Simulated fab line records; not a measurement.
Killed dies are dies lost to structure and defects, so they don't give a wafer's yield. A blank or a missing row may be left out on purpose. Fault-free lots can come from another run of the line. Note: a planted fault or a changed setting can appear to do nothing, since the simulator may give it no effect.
Split-lot study ; flow berkeley_cmos170 ; 23 wafers read from 5 lots, route of 331 steps

== THE SPLIT ==
At UCB170_ZERO_COAT_01 (resist thk 900 nm), the setting resist_thk_nm was moved away from the recipe's 900 nm on 7 of the 23 wafers read, by -1.9% to +1.9%. The other wafers ran this setting at the recipe's value.

The reading is taken at the split's own step.

== THE READING ==
KrF_of_ZERO_COAT_01.thk_nm (the simulator's own value, which no gauge read), in nm, at UCB170_ZERO_COAT_01 (resist thk 900 nm). No usual value for it is given in the file. Across the 16 wafers here that went through the recipe, the average is 901.7 nm and the standard deviation 2.6 nm.

wafer;tool, chamber at the split;resist_thk_nm as run, nm;against the recipe;KrF_of_ZERO_COAT_01.thk_nm, nm;against lot-mates on the recipe
L078.1;litho_track-01, 0;883.1;-1.9%;885.4;-16.7
L078.2;litho_track-01, 0;883.1;-1.9%;884.6;-17.5
L078.3;litho_track-01, 0;900;recipe;903.6;-
L078.5;litho_track-01, 0;900;recipe;900.6;-
L078.6;litho_track-01, 0;900;recipe;902;-
L077.1;litho_track-03, 0;900;recipe;897.9;-
L077.2;litho_track-03, 0;900;recipe;897;-
L077.3;litho_track-03, 0;900;recipe;899.1;-
L079.1;litho_track-04, 0;917;+1.9%;919.5;+19.5
L079.3;litho_track-04, 0;917;+1.9%;917.5;+17.5
L079.4;litho_track-04, 0;900;recipe;900.2;-
L079.5;litho_track-04, 0;900;recipe;899.9;-
L079.6;litho_track-04, 0;917;+1.9%;917.7;+17.7
L080.1;litho_track-01, 0;900;recipe;905.8;-
L080.2;litho_track-01, 0;916.5;+1.8%;918.6;+14.1
L080.4;litho_track-01, 0;900;recipe;902.7;-
L080.5;litho_track-01, 0;900;recipe;904.9;-
L080.6;litho_track-01, 0;916.5;+1.8%;920.5;+16.0
L081.1;litho_track-03, 0;900;recipe;903.6;-
L081.2;litho_track-03, 0;900;recipe;902.6;-
L081.3;litho_track-03, 0;900;recipe;902.5;-
L081.5;litho_track-03, 0;900;recipe;899.4;-
L081.6;litho_track-03, 0;900;recipe;905.5;-

THE FIT
A straight line over all 23 wafers: KrF_of_ZERO_COAT_01.thk_nm changes by +9.05 nm for each +1% of resist_thk_nm; r = +0.97; the points scatter about the line by 2.3 nm.
The same after taking each lot's own level away (the mean of its wafers on the recipe; 23 wafers): +9.09 nm for each +1%; r = +0.99; scatter 1.4 nm.
Per that fit: largest resist_thk_nm move, reading shift of 17 nm.
The span of the lots' own levels, 898.00 to 904.47 nm, comes to 2.5 times the standard deviation stated above.
Hence the lot-to-lot level has little effect on the slope; both slopes agree.
Check: for one of the wafers moved furthest among these (+1.9%), held out of the fit, the line's prediction against its lot-mates is +16.7 nm. It came out at +19.5 nm against them.

== THE WHOLE CHAIN: every reading that the file lists as answering this split, in the file's order ==
step;what it does;reading;change (the file's fit);r (the file's)
UCB170_ZERO_COAT_01;resist thk 900 nm;KrF_of_ZERO_COAT_01.thk_nm (the simulator's own value, which no gauge read);+9 nm for each +1% of the setting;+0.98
UCB170_ZERO_STRIP_07;strips in O2;strip_time_to_endpoint_s;withheld for each +1% of the setting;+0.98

== FILE'S OWN FIT ==
KrF_of_ZERO_COAT_01.thk_nm changes by +9 nm for each +1% of resist_thk_nm, r = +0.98.
